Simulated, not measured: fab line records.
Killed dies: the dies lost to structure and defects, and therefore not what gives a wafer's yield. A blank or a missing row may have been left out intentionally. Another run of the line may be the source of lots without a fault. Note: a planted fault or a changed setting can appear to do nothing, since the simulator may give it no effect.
2 desks, one fault	flow berkeley_cmos170	each desk has only its own numbers; what lay behind them comes last

## THE TOOL OWNER'S DESK: litho_track-03
The tool's own readings at UCB170_GATE_COAT_07 (resist thk 900 nm): means of the sampled wafers that have a number, for each lot that ran on this tool. A lot is out of limits, marked OUT, if its mean lies more than 4 standard deviations from the usual mean; the brackets give that distance.
Columns: A = exhaust_pa at UCB170_GATE_COAT_07, usual 45.1 Pa
lot	first seen here	A
L967	day 6 18:00	46.0
L972	day 7 22:00	45.5
L977	day 9 00:00	44.8
This desk found nothing out of limits on any of the 3 lots.

## FROM THE METROLOGY DESK
Means of the sampled wafers that have a number, per lot and without regard to the tool the lot ran on: this is what the gauges read. A lot is out of limits, marked OUT, if its mean lies more than 4 standard deviations from the usual mean; the brackets give that distance.
Columns: A = cd_nm at UCB170_GATE_CD_MEAS_12, usual 350.3 nm
lot	first seen here	A
L963	day 5 23:18	350.0
L964	day 6 07:35	349.5
L968	day 6 19:25	348.9
L966	day 6 19:26	350.1
L967	day 6 19:43	351.0
L965	day 6 22:49	348.5
L971	day 7 23:28	352.2
L972	day 7 23:43	358.7 (+6.0) OUT
L977	day 9 01:40	354.9
L979	day 9 05:12	351.6
L980	day 9 13:11	349.7
L983	day 10 04:02	350.1
L984	day 10 06:49	351.3
L985	day 10 15:01	349.9
Finding of this desk: L972 out of limits; the first was L972 at day 7 23:43, on cd_nm at UCB170_GATE_CD_MEAS_12. L963, L964, L968, L966, L967, L965, L971, L977, L979, L980, L983, L984, L985 stayed within limits.

## TAKEN TOGETHER
On L972, the metrology desk was in a position to raise an alarm at day 7 23:43.
Nothing out of limits was seen by the tool owner's desk.
The tool owner's desk has L972 on record, within its limits.
All the named lots went through UCB170_GATE_COAT_07 on litho_track-03.

## WHAT WAS PUT IN BY THE SIMULATOR
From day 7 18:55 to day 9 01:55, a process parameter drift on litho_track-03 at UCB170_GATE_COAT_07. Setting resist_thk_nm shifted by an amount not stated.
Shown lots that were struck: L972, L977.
Time in hours between the start of the fault and the first out-of-limits reading at each desk: metrology desk, 5.
